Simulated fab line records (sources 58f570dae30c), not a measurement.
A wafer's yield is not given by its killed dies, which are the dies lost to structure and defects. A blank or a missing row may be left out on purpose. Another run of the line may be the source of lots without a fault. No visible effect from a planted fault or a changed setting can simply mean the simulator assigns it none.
fab line records    flow berkeleyCmos170
[record] lots = 6  wafers = 18  lastDay = 14
route steps=331 shown NWELL@24 PWELL@34
lots that met no fault: from a run of the same line without faults
startH: start of the lot's first displayed wafer, in hours after the record's first day    waitH: hours since the lot's step before    " same as the row above    L1.1+2: a single row standing in for several wafers    - no value, or no start given    * or withheld: withheld    < > ~ a bound
route shown NAME@n: NAME is a module with steps in the file, n the number in the route of the first one    usual: mean/standard deviation of fault-free wafers    same: alike in all rows    chamber/n: place in a boat    sites: each site's reading    _std_site: the standard deviation of these    _edge_site: the outer-site mean with the inner-site mean subtracted    radiusMm: for every site, how far away it sits from the centre of the wafer    mask NAME#n: copy n    behind: the tool/chamber that last shaped the wafer    hold: what put the lot on hold/how long, in hours/how the hold closed    device: the n, p or np transistor that did not switch    end of line: tests of these same wafers at the route's end    step lacking rows: just its recipe    killed: the dies lost at the first sort to structure and to defects; this is not the yield of the wafer    map: dies across one wafer; x = killed, . = not, _ = none there
set.NAME: the setting that was run; set.NAME@STEP: the one run at that earlier step    model.NAME: the simulator's own value behind a step, which no gauge read
lots seen at some steps along the route; tables by step, rows by wafer
services: from which hour (startH, from the record's first day; less than 0 if before it) a tool's chamber was out of use, for how many hours, and why
[[steps]]
[step UCB170_NWELL_PEB_10]
[recipe] pebTempC = 130  pebTimeS = withheld  resist = KrF
[step UCB170_NWELL_DEVELOP_11]
[recipe] developer = TMAH  developTimeS = 45  resist = KrF  devTempC = 21
[step UCB170_NWELL_OVL_MEAS_12]
[usual] NWELL_OVL = 4/5.6
lot.wafer  tool        chamber  startH  waitH  NWELL_OVL[nm]
L434.1     overlay-01  -        66.46   -      1
L434.4     "           -        "       "      1
L434.5     "           -        "       "      1
L435.1     overlay-02  -        72.57   -      6
L435.4     "           -        "       "      7
L435.5     "           -        "       "      3
L441.1     overlay-01  -        108.44  -      4
L441.2     "           -        "       "      6
L441.3     "           -        "       "      -4
L443.2     overlay-01  -        115.79  -      5
L443.3     "           -        "       "      3
L443.5     "           -        "       "      -1
L445.2     overlay-02  -        125.44  -      3
L445.4     "           -        "       "      4
L445.6     "           -        "       "      2
L450.2     overlay-01  -        155.56  -      -1
L450.3     "           -        "       "      -1
L450.4     "           -        "       "      -6
[step UCB170_NWELL_ETCH_13]
[recipe] chemistry = CH3F/Ar/O2  target = Si3N4  stopOn = SiO2  CH3F_flow_sccm = 20  Ar_flow_sccm = 50  O2_flow_sccm = 7  pressureMtorr = 50  rfW = 450  targetDepthA = 2464  overEtchFrac = 0.1  timeS = 154
[usual] drypumpMotorCurrentA = 5.3/0.48  oesProductAu = 0.935/0.017  throttleValvePct = 8.03/0.13
[same] overEtchFrac = 0.1
lot.wafer  tool        chamber  startH  waitH  drypumpMotorCurrentA  oesProductAu  rfHoursCounterH  throttleValvePct
L434.1     rieDiel-01  3        66.50   0.0    4.8                   0.915         36               7.86
L434.4     "           3        "       "      4.8                   0.917         -                7.84
L434.5     "           1        "       "      5.6                   0.920         -                7.88
L435.1     rieDiel-01  2        72.61   0.0    6.2                   0.933         154              8.11
L435.4     "           1        "       "      5.6                   0.932         -                7.89
L435.5     "           3        "       "      4.8                   0.918         -                7.86
L441.1     rieDiel-03  0        108.47  0.0    5.1                   0.903         126              8.11
L441.2     "           3        "       "      5.0                   0.925         4                8.10
L441.3     "           1        "       "      4.7                   0.961         53               7.95
L443.2     rieDiel-03  2        115.82  0.0    4.8                   0.942         0                8.06
L443.3     "           0        "       "      5.1                   0.915         127              8.10
L443.5     "           2        "       "      4.8                   0.940         -                8.05
L445.2     rieDiel-02  2        125.47  0.0    5.8                   0.919         111              8.12
L445.4     "           0        "       "      5.8                   0.940         132              7.85
L445.6     "           2        "       "      5.8                   0.932         -                8.12
L450.2     rieDiel-01  2        155.59  0.0    6.2                   0.946         0                8.11
L450.3     "           0        "       "      5.4                   0.931         120              8.32
L450.4     "           3        "       "      4.8                   0.915         39               7.85
[step UCB170_NWELL_IMPLANT_14]
[recipe] species = P  doseCm2 = 1e+13  energyKev = 150  tiltDeg = 7
[step UCB170_NWELL_STRIP_15]
[recipe] chemistry = O2  powerW = 400  pressureMtorr = 3500  platenTempC = withheld  o2FlowSccm = 400  overashFraction = 0.5
[usual] drypumpMotorCurrentA = 5.6/0.46  oesProductAu = 0.721/0.0046  stripTimeToEndpointS = 18.08/0.091
lot.wafer  tool            chamber  startH  waitH  drypumpMotorCurrentA  oesProductAu  rfHoursCounterH  stripTimeToEndpointS
L434.1     plasmaAsher-02  0        66.75   0.1    5.0                   0.728         35               18.04
L434.4     "               1        "       "      5.9                   0.720         -                18.03
L434.5     "               0        "       "      5.1                   0.724         -                18.10
L435.1     plasmaAsher-01  1        72.86   0.1    5.9                   0.713         28               18.19
L435.4     "               0        "       "      5.0                   0.720         -                18.09
L435.5     "               1        "       "      5.9                   0.726         -                18.11
L441.1     plasmaAsher-02  1        108.72  0.1    6.0                   0.735         39               18.10
L441.2     "               0        "       "      5.1                   0.725         39               18.19
L441.3     "               0        "       "      5.1                   0.723         -                18.09
L443.2     plasmaAsher-02  0        116.07  0.1    5.1                   0.715         40               18.20
L443.3     "               0        "       "      5.1                   0.717         -                18.13
L443.5     "               0        "       "      5.1                   0.717         -                18.12
L445.2     plasmaAsher-03  0        125.72  0.1    6.3                   0.721         0                18.08
L445.4     "               0        "       "      6.3                   0.728         -                18.03
L445.6     "               1        "       "      5.6                   0.720         -                18.02
L450.2     plasmaAsher-02  0        155.84  0.1    5.1                   0.718         44               18.06
L450.3     "               1        "       "      5.9                   0.717         -                17.99
L450.4     "               0        "       "      5.1                   0.717         -                17.98
[step UCB170_NWELL_TW_MEAS_16]
[usual] NWELL_TW = 1250/6.9
lot.wafer  tool          chamber  startH  waitH  NWELL_TW
L434.1     filmMetro-03  -        66.95   0.2    1250
L434.4     "             -        "       "      1238
L434.5     "             -        "       "      1240
L435.1     filmMetro-01  -        72.96   0.1    1247
L435.4     "             -        "       "      1246
L435.5     "             -        "       "      1251
L441.1     filmMetro-02  -        108.82  0.1    1245
L441.2     "             -        "       "      1252
L441.3     "             -        "       "      1254
L443.2     filmMetro-01  -        116.18  0.1    1254
L443.3     "             -        "       "      1257
L443.5     "             -        "       "      1261
L445.2     filmMetro-02  -        125.83  0.1    1251
L445.4     "             -        "       "      1251
L445.6     "             -        "       "      1248
L450.2     filmMetro-02  -        155.95  0.1    1256
L450.3     "             -        "       "      1263
L450.4     "             -        "       "      1254
[step UCB170_NWELL_CLEAN_17]
[recipe] chemistry = SPM  tempC = 120  timeS = 600
[step UCB170_NWELL_WET_ETCH_18]
[recipe] chemistry = H3PO4  target = Si3N4  tempC = 160  timeS = 14400
[step UCB170_NWELL_WET_ETCH_19]
[recipe] chemistry = BOE  dilution = 5:1  target = SiO2  tempC = 25  timeS = 22
[step UCB170_PWELL_CLEAN_00]
[recipe] chemistry = SPM  tempC = 120  timeS = 600
[step UCB170_PWELL_CLEAN_01]
[recipe] chemistry = dHF  dilution = 25:1  timeS = 60
[step UCB170_PWELL_OXIDATION_02]
[recipe] tempC = 1000  ambient = O2  targetThkA = 264  oxTimeS = 1260
[usual] oxTempC = 1000.1/0.43  oxTempCMax = 1006.1/1.1  oxTimeS = 1260/0
lot.wafer  tool        chamber  startH  waitH  oxTempC  oxTempCMax  oxTimeS
L434.1     furnace-01  -        74.51   0.2    -        -           -
L434.4     "           -        "       "      -        -           -
L434.5     "           -        "       "      -        -           -
L435.1     furnace-01  -        80.11   2.4    -        -           -
L435.4     "           -        "       "      -        -           -
L435.5     "           -        "       "      -        -           -
L441.1     furnace-01  0        117.41  3.7    999.8    1006.5      1260
L441.2     "           0        "       "      1000.0   1007.7      1260
L441.3     "           0        "       "      1000.0   1005.6      1260
L443.2     furnace-03  0        126.73  6.0    1000.1   1004.5      1260
L443.3     "           0        "       "      1000.5   1007.7      1260
L443.5     "           0        "       "      1001.1   1007.0      1260
L445.2     furnace-02  0        134.41  3.5    1000.4   1006.4      1260
L445.4     "           0        "       "      1000.8   1006.0      1260
L445.6     "           0        "       "      1000.5   1005.8      1260
L450.2     furnace-02  0        167.91  2.9    999.8    1006.4      1260
L450.3     "           0        "       "      1000.4   1008.3      1260
L450.4     "           0        "       "      1000.1   1004.9      1260
[step UCB170_PWELL_ANNEAL_04]
[recipe] tempC = 1000  timeS = 900  ambient = N2
[[services]]
tool            chamber  startH  hours  kind
rieDiel-01      0        65.08   13.2   repair
rieDiel-02      3        68.28   -      clean
rieDiel-02      3        68.28   25.6   scheduledDown
rieDiel-02      3        68.28   25.6   ventCycle
furnace-01      -        81.46   16.4   pm
rieDiel-03      2        86.70   -      clean
rieDiel-03      2        86.70   25.3   scheduledDown
rieDiel-03      2        86.70   25.3   ventCycle
rieDiel-01      -        100.62  0.3    repair
plasmaAsher-03  -        108.75  9.0    pm
plasmaAsher-03  0        108.75  9.0    ventCycle
plasmaAsher-03  1        108.75  9.0    ventCycle
plasmaAsher-03  0        117.75  -      clean
plasmaAsher-03  1        117.75  -      clean
rieDiel-01      2        117.94  2.8    repair
plasmaAsher-03  -        119.43  0.4    repair
rieDiel-03      0        123.94  2.3    repair
rieDiel-01      2        127.96  -      clean
rieDiel-01      2        127.96  14.1   scheduledDown
rieDiel-01      2        127.96  14.1   ventCycle
furnace-03      -        133.51  3.1    pm
plasmaAsher-02  -        141.93  2.8    pm
rieDiel-03      1        157.92  4.5    repair
[[key]]
[firstSign] step = UCB170_PWELL_OXIDATION_02  reading = toolRecord  direction = missing
effect none on later readings
metAt UCB170_PWELL_OXIDATION_02
struckWafers L434.1,L434.4,L434.5,L435.1,L435.4,L435.5
laterRowsLeftOut L434.1,L434.4,L434.5,L435.1,L435.4,L435.5
sortLeftOut L434.1,L434.4,L434.5,L435.1,L435.4,L435.5
testerLeftOut L434,L435
[fault] kind = skippedStepWhole  tool = furnace-01  chamber = -  onsetH = 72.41  steps = UCB170_PWELL_OXIDATION_02  scope = struckLotsOnly
// testerLeftOut: of these lots the tester's yield and bins aren't shown, on N5 and GAA mostly nor the transistor test; their killed dies are dies lost to structure and defects alone, not to doping, threshold or leakage, so they don't give the yield
// sortLeftOut: the simulated sort isn't trusted on such a fault, so these wafers' sort isn't shown, and their yield isn't known
// laterRowsLeftOut: the simulator's readings of these wafers behind a module that went badly wrong aren't trusted and aren't shown, but for the sort
